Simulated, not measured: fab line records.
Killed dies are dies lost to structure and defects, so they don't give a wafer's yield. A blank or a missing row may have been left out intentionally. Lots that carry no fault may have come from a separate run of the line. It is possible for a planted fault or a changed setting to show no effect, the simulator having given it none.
What tool caused it? | flow berkeleyCmos170 | at 1 step of a route of 331, 7 lots with 21 wafers sampled

WHAT THE GAUGES SHOWED, per wafer
UCB170_ACTIVE_OVL_MEAS_14.
lot  | measured    | on         | ACTIVE_OVL (nm)
L875 | day 5 00:46 | overlay-02 | 3 0 -4
L877 | day 5 04:28 | overlay-01 | -1 3 3
L880 | day 6 01:37 | overlay-01 | 4 1 0
L886 | day 7 08:04 | overlay-01 | 12 4 5
L892 | day 8 07:41 | overlay-02 | 13 3 5
L893 | day 8 08:12 | overlay-02 | 11 5 4
L897 | day 8 19:23 | overlay-02 | 11 15 12

EACH LOT AND THE TOOL THAT RAN IT (in order: tool; ch and the chambers of the sampled wafers; start)
The record holds no process step before these readings.

THE ANSWER, worked out from the rows above alone
Rule: the usual values come from the lots themselves. The widest of any qualifying gaps counts: lots, ordered by their means at a reading, are off when they make up no more than a third of the lots, leave a main group of 4 or more, and stand apart from it by 3 or more times the standard deviation of that group's means. The tables above print the reading to a certain number of digits; a main group whose means all agree to those digits is not used. A lot without any number at a reading at which 4 lots or more have one is off too. All remaining lots with rows at the step are treated as sound.
Nothing can be told from this: no lot is off at any reading shown.

WHAT WAS PUT IN BY THE SIMULATOR
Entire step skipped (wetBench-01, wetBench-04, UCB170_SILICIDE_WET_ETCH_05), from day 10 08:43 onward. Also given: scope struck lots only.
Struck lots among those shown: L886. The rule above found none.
